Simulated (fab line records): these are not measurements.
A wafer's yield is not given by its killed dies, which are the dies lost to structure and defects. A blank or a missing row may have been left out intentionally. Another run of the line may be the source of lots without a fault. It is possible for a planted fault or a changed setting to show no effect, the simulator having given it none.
fab line records -- flow rit_cmos
[record] lots = 14, wafers = 42, last_day = 7
route steps=202 shown FOX2@27 SILICIDE@165 M1@196
lots with no fault: from the same line, run without faults
start_h: hours from the record's opening day to when the first of the lot's shown wafers began -- wait_h: how many hours have passed since the lot's step before this one -- " as in the row above -- L1.1+2: several wafers, shown together as one row -- - no value, or no start given -- * or withheld: withheld -- < > ~ a bound
route shown NAME@n: names a module that has steps shown in the file, with the first one's number in the route -- usual: average and standard deviation across the fault-free wafers -- same: alike in all rows -- chamber/n: place in a boat -- sites: the reading at each site -- _std_site: their standard deviation -- _edge_site: the outer-site mean with the inner-site mean subtracted -- radius_mm: how far each site lies from the wafer's centre -- mask NAME#n: copy n -- behind: the last tool/chamber to shape the wafer -- hold: why the lot went on hold/how many hours it stayed there/how the hold came to an end -- device: transistor that didn't switch, given as n, p or np -- end of line: tests of these same wafers at the route's end -- a step given without rows: its recipe and nothing more -- killed: dies lost to structure and defects at the first sort, not the wafer's yield -- map: shows each die of a wafer: x if killed, . if not, _ if none is there
set.NAME: the run value of the setting; set.NAME@STEP: its run value at that earlier step -- model.NAME: the simulator's own value behind a step, which no gauge read
one table for each step of the route and one row for each wafer, over a sample of lots
services: when a tool's chamber went out of use (start_h, in hours from the record's first day, below 0 if earlier), for how many hours, and the reason
[[steps]]
[step RIT_FOX2_THK_MEAS_90]
[recipe] reads = SiO2_of_FOX2_OXIDATION_00
[usual] FIELD_OXIDE_LEFT_1_THK = 322/6.5
lot.wafer,tool,chamber,start_h,wait_h,FIELD_OXIDE_LEFT_1_THK[nm]
L205.1,film_metro-02,-,29.55,0.0,317
L205.4,film_metro-02,-,29.55,0.0,316
L205.5,film_metro-02,-,29.55,0.0,313
L206.2,film_metro-04,-,31.50,0.0,339
L206.4,film_metro-04,-,31.50,0.0,329
L206.6,film_metro-04,-,31.50,0.0,325
L207.2,film_metro-01,-,35.01,0.0,316
L207.3,film_metro-01,-,35.01,0.0,317
L207.6,film_metro-01,-,35.01,0.0,320
L208.2,film_metro-02,-,43.55,0.0,333
L208.3,film_metro-02,-,43.55,0.0,327
L208.6,film_metro-02,-,43.55,0.0,332
L209.1,film_metro-02,-,46.84,0.0,324
L209.4,film_metro-02,-,46.84,0.0,319
L209.6,film_metro-02,-,46.84,0.0,321
L210.1,film_metro-04,-,54.21,0.0,317
L210.3,film_metro-04,-,54.21,0.0,312
L210.6,film_metro-04,-,54.21,0.0,320
L211.2,film_metro-04,-,60.93,0.0,316
L211.3,film_metro-04,-,60.93,0.0,322
L211.5,film_metro-04,-,60.93,0.0,320
L212.2,film_metro-02,-,66.33,0.0,314
L212.4,film_metro-02,-,66.33,0.0,319
L212.6,film_metro-02,-,66.33,0.0,316
L214.1,film_metro-01,-,74.27,0.0,331
L214.2,film_metro-01,-,74.27,0.0,328
L214.3,film_metro-01,-,74.27,0.0,332
L216.1,film_metro-04,-,85.23,0.0,329
L216.2,film_metro-04,-,85.23,0.0,325
L216.3,film_metro-04,-,85.23,0.0,329
L217.2,film_metro-01,-,86.61,0.0,313
L217.3,film_metro-01,-,86.61,0.0,322
L217.5,film_metro-01,-,86.61,0.0,316
L218.1,film_metro-01,-,91.08,0.0,318
L218.2,film_metro-01,-,91.08,0.0,318
L218.3,film_metro-01,-,91.08,0.0,316
L222.1,film_metro-04,-,113.76,0.0,328
L222.2,film_metro-04,-,113.76,0.0,326
L222.5,film_metro-04,-,113.76,0.0,323
L225.1,film_metro-04,-,127.72,0.0,313
L225.3,film_metro-04,-,127.72,0.0,313
L225.6,film_metro-04,-,127.72,0.0,313
[step RIT_SILICIDE_RTA_04]
[recipe] temp_c = 650, time_s = 10, idle_temp_c = 25, ramp_up_s = 5, ramp_down_s = 5, cool_to_c = 25, ambient = N2
[usual] wafer_temp_C_max = 654.3/0.87
lot.wafer,tool,chamber,start_h,wait_h,wafer_temp_C_max
L205.1,rtp_anneal-01,0,65.71,0.1,654.7
L205.4,rtp_anneal-01,0,65.71,0.1,654.6
L205.5,rtp_anneal-01,0,65.71,0.1,655.9
L206.2,rtp_anneal-02,0,69.22,0.1,653.3
L206.4,rtp_anneal-02,0,69.22,0.1,655.1
L206.6,rtp_anneal-02,0,69.22,0.1,654.6
L207.2,rtp_anneal-01,0,72.08,0.1,653.4
L207.3,rtp_anneal-01,0,72.08,0.1,654.0
L207.6,rtp_anneal-01,0,72.08,0.1,656.4
L208.2,rtp_anneal-02,0,78.91,0.1,655.5
L208.3,rtp_anneal-02,0,78.91,0.1,653.6
L208.6,rtp_anneal-02,0,78.91,0.1,654.6
L209.1,rtp_anneal-01,0,81.99,0.1,656.6
L209.4,rtp_anneal-01,0,81.99,0.1,655.3
L209.6,rtp_anneal-01,0,81.99,0.1,655.1
L210.1,rtp_anneal-02,0,87.95,0.1,654.1
L210.3,rtp_anneal-02,0,87.95,0.1,653.7
L210.6,rtp_anneal-02,0,87.95,0.1,655.2
L211.2,rtp_anneal-01,0,94.00,0.1,654.8
L211.3,rtp_anneal-01,0,94.00,0.1,654.0
L211.5,rtp_anneal-01,0,94.00,0.1,655.2
L212.2,rtp_anneal-01,0,100.72,0.1,654.5
L212.4,rtp_anneal-01,0,100.72,0.1,654.4
L212.6,rtp_anneal-01,0,100.72,0.1,653.8
L214.1,rtp_anneal-02,0,108.33,0.1,653.6
L214.2,rtp_anneal-02,0,108.33,0.1,653.5
L214.3,rtp_anneal-02,0,108.33,0.1,653.7
L216.1,rtp_anneal-02,0,117.26,0.1,654.5
L216.2,rtp_anneal-02,0,117.26,0.1,654.4
L216.3,rtp_anneal-02,0,117.26,0.1,654.0
L217.2,rtp_anneal-01,0,120.41,0.1,653.6
L217.3,rtp_anneal-01,0,120.41,0.1,654.8
L217.5,rtp_anneal-01,0,120.41,0.1,654.0
L218.1,rtp_anneal-02,0,126.79,0.1,653.7
L218.2,rtp_anneal-02,0,126.79,0.1,654.5
L218.3,rtp_anneal-02,0,126.79,0.1,654.1
L222.1,rtp_anneal-02,0,147.54,0.1,654.5
L222.2,rtp_anneal-02,0,147.54,0.1,655.4
L222.5,rtp_anneal-02,0,147.54,0.1,654.1
L225.1,rtp_anneal-01,0,161.84,0.1,655.3
L225.3,rtp_anneal-01,0,161.84,0.1,654.1
L225.6,rtp_anneal-01,0,161.84,0.1,653.1
[step RIT_SILICIDE_RTA_06]
[recipe] temp_c = 750, time_s = 10, idle_temp_c = 25, ramp_up_s = 5, ramp_down_s = 10, cool_to_c = 25, ambient = N2
[usual] wafer_temp_C_max = 754.7/0.94
lot.wafer,tool,chamber,start_h,wait_h,wafer_temp_C_max
L205.1,rtp_anneal-02,0,65.82,0.0,753.7
L205.4,rtp_anneal-02,0,65.82,0.0,754.1
L205.5,rtp_anneal-02,0,65.82,0.0,754.5
L206.2,rtp_anneal-01,0,69.33,0.0,753.3
L206.4,rtp_anneal-01,0,69.33,0.0,757.4
L206.6,rtp_anneal-01,0,69.33,0.0,753.5
L207.2,rtp_anneal-02,0,72.19,0.0,753.4
L207.3,rtp_anneal-02,0,72.19,0.0,754.1
L207.6,rtp_anneal-02,0,72.19,0.0,755.0
L208.2,rtp_anneal-01,0,79.03,0.0,753.9
L208.3,rtp_anneal-01,0,79.03,0.0,755.1
L208.6,rtp_anneal-01,0,79.03,0.0,756.0
L209.1,rtp_anneal-02,0,82.10,0.0,754.5
L209.4,rtp_anneal-02,0,82.10,0.0,753.3
L209.6,rtp_anneal-02,0,82.10,0.0,753.4
L210.1,rtp_anneal-01,0,88.06,0.0,754.3
L210.3,rtp_anneal-01,0,88.06,0.0,755.3
L210.6,rtp_anneal-01,0,88.06,0.0,754.5
L211.2,rtp_anneal-02,0,94.11,0.0,754.9
L211.3,rtp_anneal-02,0,94.11,0.0,753.0
L211.5,rtp_anneal-02,0,94.11,0.0,754.5
L212.2,rtp_anneal-02,0,100.83,0.0,755.0
L212.4,rtp_anneal-02,0,100.83,0.0,754.1
L212.6,rtp_anneal-02,0,100.83,0.0,754.8
L214.1,rtp_anneal-01,0,108.48,0.0,754.6
L214.2,rtp_anneal-01,0,108.48,0.0,754.8
L214.3,rtp_anneal-01,0,108.48,0.0,755.4
L216.1,rtp_anneal-01,0,117.43,0.0,756.3
L216.2,rtp_anneal-01,0,117.43,0.0,755.0
L216.3,rtp_anneal-01,0,117.43,0.0,756.5
L217.2,rtp_anneal-02,0,120.52,0.0,754.5
L217.3,rtp_anneal-02,0,120.52,0.0,755.1
L217.5,rtp_anneal-02,0,120.52,0.0,754.1
L218.1,rtp_anneal-01,0,126.90,0.0,754.6
L218.2,rtp_anneal-01,0,126.90,0.0,755.9
L218.3,rtp_anneal-01,0,126.90,0.0,757.2
L222.1,rtp_anneal-01,0,147.65,0.0,754.9
L222.2,rtp_anneal-01,0,147.65,0.0,756.7
L222.5,rtp_anneal-01,0,147.65,0.0,754.5
L225.1,rtp_anneal-02,0,161.95,0.0,754.1
L225.3,rtp_anneal-02,0,161.95,0.0,754.9
L225.6,rtp_anneal-02,0,161.95,0.0,755.4
[step RIT_M1_METAL_ETCH_12]
[recipe] stop_on = SiO2, chemistry = Cl2/BCl3, target = Al, time_s = 165, over_etch_frac = 0.5, pressure_mtorr = 100, target_depth_a = 6000, rf_w = 250, Cl2_flow_sccm = 60, bcl3_flow_sccm = 50
[usual] chamber_pressure_mTorr = 100.00/0.087, drypump_motor_current_A = 5.9/0.54, oes_product_au = 0.779/0.016, throttle_valve_pct = 8.27/0.1
[same] over_etch_frac = 0.5
lot.wafer,tool,chamber,start_h,wait_h,chamber_pressure_mTorr,drypump_motor_current_A,oes_product_au,rf_hours_counter_h,throttle_valve_pct
L205.1,rie_metal-02,0,70.08,0.2,100.09,6.3,0.795,1,8.13
L205.4,rie_metal-02,0,70.08,0.2,99.91,6.3,0.794,-,8.11
L205.5,rie_metal-02,0,70.08,0.2,100.18,6.3,0.803,-,8.11
L206.2,rie_metal-01,1,73.62,0.2,99.96,6.2,0.776,4,8.18
L206.4,rie_metal-01,0,73.62,0.2,99.97,4.9,0.774,-,8.33
L206.6,rie_metal-01,1,73.62,0.2,100.00,6.2,0.785,-,8.19
L207.2,rie_metal-03,0,76.72,0.2,100.07,6.0,0.773,34,8.41
L207.3,rie_metal-03,1,76.72,0.2,99.90,6.2,0.781,-,8.27
L207.6,rie_metal-03,1,76.72,0.2,100.09,6.2,0.787,-,8.30
L208.2,rie_metal-02,1,83.41,0.2,99.89,6.1,0.757,1,8.21
L208.3,rie_metal-02,0,83.41,0.2,99.87,6.3,0.792,-,8.12
L208.6,rie_metal-02,0,83.41,0.2,100.09,6.3,0.802,-,8.12
L209.1,rie_metal-01,0,86.50,0.2,100.05,4.8,0.770,5,8.35
L209.4,rie_metal-01,0,86.50,0.2,99.98,4.9,0.777,-,8.35
L209.6,rie_metal-01,0,86.50,0.2,99.93,4.9,0.782,-,8.36
L210.1,rie_metal-03,0,92.12,0.2,99.99,6.0,0.766,34,8.40
L210.3,rie_metal-03,0,92.12,0.2,100.05,6.0,0.757,-,8.41
L210.6,rie_metal-03,0,92.12,0.2,100.03,6.0,0.766,-,8.41
L211.2,rie_metal-02,0,98.56,0.2,100.02,6.3,0.807,-,8.11
L211.3,rie_metal-02,0,98.56,0.2,100.13,6.3,0.803,-,8.12
L211.5,rie_metal-02,0,98.56,0.2,99.86,6.3,0.797,-,8.11
L212.2,rie_metal-03,0,105.11,0.2,99.86,6.0,0.777,34,8.42
L212.4,rie_metal-03,0,105.11,0.2,99.99,6.0,0.777,-,8.42
L212.6,rie_metal-03,1,105.11,0.2,100.10,6.2,0.790,-,8.28
L214.1,rie_metal-02,1,112.80,0.2,100.02,6.1,0.754,1,8.21
L214.2,rie_metal-02,0,112.80,0.2,99.95,6.4,0.799,1,8.13
L214.3,rie_metal-02,1,112.80,0.2,100.04,6.1,0.752,-,8.22
L216.1,rie_metal-03,0,121.57,0.2,100.07,6.0,0.783,34,8.41
L216.2,rie_metal-03,1,121.57,0.2,99.80,6.2,0.787,36,8.29
L216.3,rie_metal-03,0,121.57,0.2,99.90,6.0,0.780,-,8.41
L217.2,rie_metal-02,0,124.84,0.2,100.18,6.4,0.804,1,8.11
L217.3,rie_metal-02,1,124.84,0.2,99.86,6.2,0.755,-,8.20
L217.5,rie_metal-02,1,124.84,0.2,100.22,6.1,0.754,-,8.21
L218.1,rie_metal-01,0,131.20,0.2,100.00,4.9,0.770,5,8.36
L218.2,rie_metal-01,0,131.20,0.2,100.01,4.9,0.762,-,8.34
L218.3,rie_metal-01,0,131.20,0.2,100.07,4.9,0.763,-,8.36
L222.1,rie_metal-02,1,152.01,0.2,99.95,6.2,0.740,1,8.20
L222.2,rie_metal-02,0,152.01,0.2,100.02,6.3,0.800,2,8.11
L222.5,rie_metal-02,0,152.01,0.2,99.78,6.3,0.801,-,8.13
L225.1,rie_metal-02,0,166.19,0.2,100.09,6.3,0.797,2,8.12
L225.3,rie_metal-02,1,166.19,0.2,100.12,6.1,0.746,-,8.23
L225.6,rie_metal-02,0,166.19,0.2,100.14,6.3,0.799,-,8.11
[step RIT_M1_CD_MEAS_90]
[recipe] target_cd_nm = 2600
[usual] cd_nm = 2600.1/1.9
lot.wafer,tool,chamber,start_h,wait_h,cd_nm
L205.1,cd_sem-02,-,70.59,0.1,2598.3
L205.4,cd_sem-02,-,70.59,0.1,2600.0
L205.5,cd_sem-02,-,70.59,0.1,2597.7
L206.2,cd_sem-01,-,74.16,0.1,2602.9
L206.4,cd_sem-01,-,74.16,0.1,2603.3
L206.6,cd_sem-01,-,74.16,0.1,2603.4
L207.2,cd_sem-02,-,77.25,0.1,2600.1
L207.3,cd_sem-02,-,77.25,0.1,2599.3
L207.6,cd_sem-02,-,77.25,0.1,2600.9
L208.2,cd_sem-01,-,83.94,0.1,2599.7
L208.3,cd_sem-01,-,83.94,0.1,2601.3
L208.6,cd_sem-01,-,83.94,0.1,2597.6
L209.1,cd_sem-02,-,87.02,0.1,2600.1
L209.4,cd_sem-02,-,87.02,0.1,2601.4
L209.6,cd_sem-02,-,87.02,0.1,2598.3
L210.1,cd_sem-02,-,92.65,0.1,2598.7
L210.3,cd_sem-02,-,92.65,0.1,2601.0
L210.6,cd_sem-02,-,92.65,0.1,2600.3
L211.2,cd_sem-02,-,99.22,0.1,2599.0
L211.3,cd_sem-02,-,99.22,0.1,2600.0
L211.5,cd_sem-02,-,99.22,0.1,2599.1
L212.2,cd_sem-01,-,105.81,0.1,2599.3
L212.4,cd_sem-01,-,105.81,0.1,2594.8
L212.6,cd_sem-01,-,105.81,0.1,2599.2
L214.1,cd_sem-01,-,113.31,0.1,2599.5
L214.2,cd_sem-01,-,113.31,0.1,2600.8
L214.3,cd_sem-01,-,113.31,0.1,2599.8
L216.1,cd_sem-02,-,122.25,0.1,2599.2
L216.2,cd_sem-02,-,122.25,0.1,2602.8
L216.3,cd_sem-02,-,122.25,0.1,2601.9
L217.2,cd_sem-01,-,125.39,0.1,2598.6
L217.3,cd_sem-01,-,125.39,0.1,2600.5
L217.5,cd_sem-01,-,125.39,0.1,2596.1
L218.1,cd_sem-01,-,132.05,0.1,2600.6
L218.2,cd_sem-01,-,132.05,0.1,2599.6
L218.3,cd_sem-01,-,132.05,0.1,2601.1
L222.1,cd_sem-02,-,152.52,0.1,2599.5
L222.2,cd_sem-02,-,152.52,0.1,2592.8
L222.5,cd_sem-02,-,152.52,0.1,2591.7
L225.1,cd_sem-01,-,166.70,0.1,2590.6
L225.3,cd_sem-01,-,166.70,0.1,2600.5
L225.6,cd_sem-01,-,166.70,0.1,2590.9
[step RIT_M1_PROBE_99]
[usual] defect_limited_yield = 97.4/1.1, killed_at_contacts = 0.1/0.31, killed_at_front_end = 7/3, killed_dies = 7/3, killed_open = 3.2/1.9, killed_short = 3.6/2.2, sort_bin_3_pad_short = 0.1/0.24, sort_bin_5_function = 1.5/0.78, sort_bin_6_memory = 1.0/0.66, sort_n_pass = 257/3, sort_yield_pct = 97.4/1.1
[same] gross_dies = 264, killed_at_M0_to_M3 = 0, killed_at_M4_up = 0, killed_at_back_side = 0, killed_at_other = 0
lot.wafer,tool,chamber,start_h,wait_h,defect_limited_yield[%],killed_at_contacts,killed_at_front_end,killed_dies,killed_open,killed_short,sort_bin_3_pad_short[%],sort_bin_5_function[%],sort_bin_6_memory[%],sort_n_pass,sort_yield_pct[%]
L206.2,prober-02,-,75.93,0.1,97.7,0,6,6,2,4,0,1.9,0.4,258,97.7
L206.4,prober-02,-,76.03,0.2,95.8,1,10,11,6,5,0,1.9,2.3,253,95.8
L206.6,prober-02,-,76.13,0.2,97.7,0,6,6,4,2,0,1.1,1.1,258,97.7
// killed by level:class
L206.2 GATE:geometric_particle:short=2 FOX1:geometric_particle:open=1 FOX1:geometric_particle:short=1 SPACER:geometric_particle:short=1 SPACER:geometric_particle:open=1
L206.4 FOX2:geometric_particle:short=2 GATE:geometric_particle:short=2 REOX:geometric_particle:open=2 SPACER:geometric_particle:open=2 FOX2:geometric_particle:open=1 GATE:geometric_particle:open=1 CONTACT:geometric_particle:short=1
L206.6 SPACER:geometric_particle:open=2 FOX2:geometric_particle:open=1 GATE:geometric_particle:open=1 GATE:geometric_particle:short=1 SPACER:geometric_particle:short=1
[[services]]
tool,chamber,start_h,hours,kind
rie_metal-02,-,53.05,2.8,pm
rie_metal-02,1,84.95,27.4,repair
rie_metal-01,1,113.16,18.3,repair
rie_metal-03,-,115.71,0.7,repair
rie_metal-03,-,136.12,20.0,pm
rie_metal-03,0,136.12,20.0,vent_cycle
rie_metal-03,1,136.12,20.0,vent_cycle
rie_metal-03,0,156.12,-,clean
rie_metal-03,1,156.12,-,clean
[[key]]
[first_sign] step = RIT_M1_CD_MEAS_90, reading = cd_nm, direction = down, sigmas = 4.5, usual = 2600.1, struck = 2591.5
effect none on later readings
met_at RIT_M1_METAL_ETCH_12
struck_lots L222,L225
struck_wafers L222.2,L222.5,L225.1,L225.6
not_acting_at RIT_FOX2_THK_MEAS_90,RIT_SILICIDE_RTA_04,RIT_SILICIDE_RTA_06
onset_between 124.84 152.01
[fault] kind = process_parameter_drift, tool = rie_metal-02, chamber = 0, onset_h = 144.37, steps = RIT_M1_METAL_ETCH_12, channel = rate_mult, offset = 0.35, shape = step, end_h = 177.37
